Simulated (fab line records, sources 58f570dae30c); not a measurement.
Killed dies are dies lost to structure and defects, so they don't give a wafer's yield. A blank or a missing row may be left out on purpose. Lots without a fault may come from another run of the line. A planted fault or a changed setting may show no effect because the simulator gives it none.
One fault seen from 2 desks | flow berkeley_cmos170 | each desk has only its own numbers; what lay behind them comes last

THE METROLOGY DESK
What the gauges read, lot by lot, whatever tool the lot ran on: means of the sampled wafers that have a number. A lot is out of limits, marked OUT, if its mean lies more than 4 standard deviations from the usual mean; the brackets give that distance.
Columns: A = cd_nm at UCB170_V2_CD_MEAS_12, usual 700.3 nm; B = V2_OVL at UCB170_V2_OVL_MEAS_13, usual -2 nm; C = cd_nm at UCB170_V2_CD_MEAS_90, usual 700.3 nm; D = M3_AL_RS at UCB170_M3_RS_MEAS_02, usual 0.0323 ohm/sq; E = M3_AL_THK at UCB170_M3_THK_MEAS_03, usual 907 nm
lot  | first seen here | A     | B  | C     | D      | E
L177 | day 8 17:40     | 698.8 | -9 | 699.0 | 0.0320 | 917
L180 | day 9 13:54     | 700.1 | -1 | 700.1 | 0.0326 | 899
L183 | day 10 11:05    | 700.6 | -4 | 701.6 | 0.0326 | 898
L190 | day 12 00:59    | 702.9 | -2 | 702.8 | 0.0326 | 907
L191 | day 12 07:16    | 700.0 | -3 | 701.0 | 0.0324 | 900
This desk's finding: nothing out of limits on any of the 5 lots.

THE TOOL OWNER'S DESK: litho_track-03
The tool's own readings at UCB170_M3_COAT_05 (resist thk 900 nm): means of the sampled wafers that have a number, for each lot that ran on this tool. A lot is out of limits, marked OUT, if its mean lies more than 4 standard deviations from the usual mean; the brackets give that distance.
Columns: A = dispense_pressure_kPa at UCB170_M3_COAT_05, usual 47.8 kPa; B = spin_speed_rpm at UCB170_M3_COAT_05, usual 1499.7 rpm
lot  | first seen here | A    | B
L180 | day 9 15:25     | 47.9 | 1500.2
L183 | day 10 12:08    | 47.9 | 1525.3 (+21) OUT
This desk's finding: out of limits on L183; first on L183, day 10 12:08 (spin_speed_rpm at UCB170_M3_COAT_05). In limits: L180.

PUT TOGETHER
The tool owner's desk could have raised an alarm at day 10 12:08, on L183.
The metrology desk saw nothing out of limits.
The metrology desk has L183 on record, within its limits.
Of the lots named, all ran UCB170_M3_COAT_05 on litho_track-03.

WHAT THE SIMULATOR HAD PUT IN
Process parameter drift: litho_track-03, from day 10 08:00 on, at UCB170_M3_COAT_05. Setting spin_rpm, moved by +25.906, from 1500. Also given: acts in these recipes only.
Lots struck among those shown: L183.
Hours from the fault's start to each desk's first reading out of limits: the tool owner's desk, 4.
